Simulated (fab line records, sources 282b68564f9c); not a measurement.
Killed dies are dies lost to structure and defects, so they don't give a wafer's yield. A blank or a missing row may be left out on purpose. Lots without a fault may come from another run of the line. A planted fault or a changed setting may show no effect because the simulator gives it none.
Tool commonality check | flow rit_cmos | 15 lots, 45 wafers sampled

WHY IT WAS OPENED
At RIT_SDANNEAL_RS_MEAS_06 the reading PLDD_RS is flagged on 3 of 15 lots. Wafers without a fault read 178.5 ohm/sq, standard deviation 0.49.
Rule: a lot is flagged when every wafer of it that has a number lies more than 4 standard deviations from that mean, or none has a number. The other lots count as sound.

lot  | measured    | on            | PLDD_RS (ohm/sq), wafer by wafer | flag
L371 | day 3 04:01 | film_metro-01 | 178.4 178.3 178.3                |
L372 | day 3 10:50 | film_metro-03 | 178.4 178.4 178.8                |
L373 | day 3 13:28 | film_metro-01 | 177.7 178.4 177.8                |
L374 | day 3 21:04 | film_metro-03 | 177.6 178.4 178.3                |
L378 | day 4 16:39 | film_metro-04 | 173.5 174.1 174.0                | FLAGGED
L379 | day 5 02:01 | film_metro-04 | 172.9 173.2 173.0                | FLAGGED
L380 | day 5 07:46 | film_metro-03 | 173.7 173.4 173.1                | FLAGGED
L381 | day 5 11:25 | film_metro-01 | 179.1 178.3 178.5                |
L382 | day 5 15:35 | film_metro-01 | 179.8 180.2 179.3                |
L386 | day 6 16:36 | film_metro-03 | 178.0 178.1 178.1                |
L388 | day 6 20:20 | film_metro-01 | 178.7 179.0 178.4                |
L389 | day 7 00:23 | film_metro-01 | 178.3 178.3 178.0                |
L390 | day 7 06:54 | film_metro-01 | 178.6 179.2 178.6                |
L391 | day 7 09:41 | film_metro-04 | 178.7 178.3 178.6                |
L393 | day 7 20:26 | film_metro-03 | 177.7 178.4 177.3                |
The numbers of the flagged lots are 173.4 ohm/sq on average: -5.1 ohm/sq against the usual, or -10 standard deviations.

WHICH TOOL RAN EACH LOT
The record holds 1 process step before the reading, out of a route of 202 steps. In each cell: the tool, then ch and the chambers that the sampled wafers went through, then the start.
lot  | flag    | RIT_PLDD_IMPLANT_08
L371 |         | implanter-01 ch 0, day 2 21:31
L372 |         | implanter-03 ch 0, day 3 04:11
L373 |         | implanter-03 ch 0, day 3 06:50
L374 |         | implanter-02 ch 0, day 3 14:05
L378 | FLAGGED | implanter-03 ch 0, day 4 10:08
L379 | FLAGGED | implanter-03 ch 0, day 4 19:29
L380 | FLAGGED | implanter-03 ch 0, day 5 01:23
L381 |         | implanter-02 ch 0, day 5 04:53
L382 |         | implanter-01 ch 0, day 5 08:45
L386 |         | implanter-02 ch 0, day 6 09:23
L388 |         | implanter-02 ch 0, day 6 13:36
L389 |         | implanter-02 ch 0, day 6 17:56
L390 |         | implanter-02 ch 0, day 7 00:06
L391 |         | implanter-01 ch 0, day 7 03:10
L393 |         | implanter-01 ch 0, day 7 13:54
What these steps do:
- RIT_PLDD_IMPLANT_08
- RIT_SDANNEAL_RS_MEAS_06: measures by four-point-probe.

FLAGGED OVER TOTAL, TOOL BY TOOL (the gauges that took the reading come last)
step                    | tool          | lots run | flagged | share of the flagged lots | sound lots run after its first flagged lot
RIT_PLDD_IMPLANT_08     | implanter-01  | 4        | 0       | none                      | -
RIT_PLDD_IMPLANT_08     | implanter-02  | 6        | 0       | none                      | -
RIT_PLDD_IMPLANT_08     | implanter-03  | 5        | 3       | all                       | 0
RIT_SDANNEAL_RS_MEAS_06 | film_metro-01 | 7        | 0       | none                      | -
RIT_SDANNEAL_RS_MEAS_06 | film_metro-03 | 5        | 1       | some                      | 2 (L386,L393)
RIT_SDANNEAL_RS_MEAS_06 | film_metro-04 | 3        | 2       | some                      | 1 (L391)

WHAT THE TABLE ALLOWS
1 row of the table ran every flagged lot: implanter-03 at RIT_PLDD_IMPLANT_08.
- implanter-03 at RIT_PLDD_IMPLANT_08: 3 of its 5 lots flagged. Its last sound lot is L373 (day 3 06:50), its first flagged lot L378 (day 4 10:08): a fault that began between those two fits. Its own readings lie more than 4 standard deviations out on every wafer of the flagged lots: beam_energy_keV.
One tool is left: implanter-03 at RIT_PLDD_IMPLANT_08.

WHAT THE SIMULATOR HAD PUT IN
Process parameter drift: implanter-03, from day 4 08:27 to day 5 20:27, at RIT_PLDD_IMPLANT_08. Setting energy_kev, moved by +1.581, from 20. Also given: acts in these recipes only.
Lots struck among those shown: L378, L379, L380. The rule above found the same.
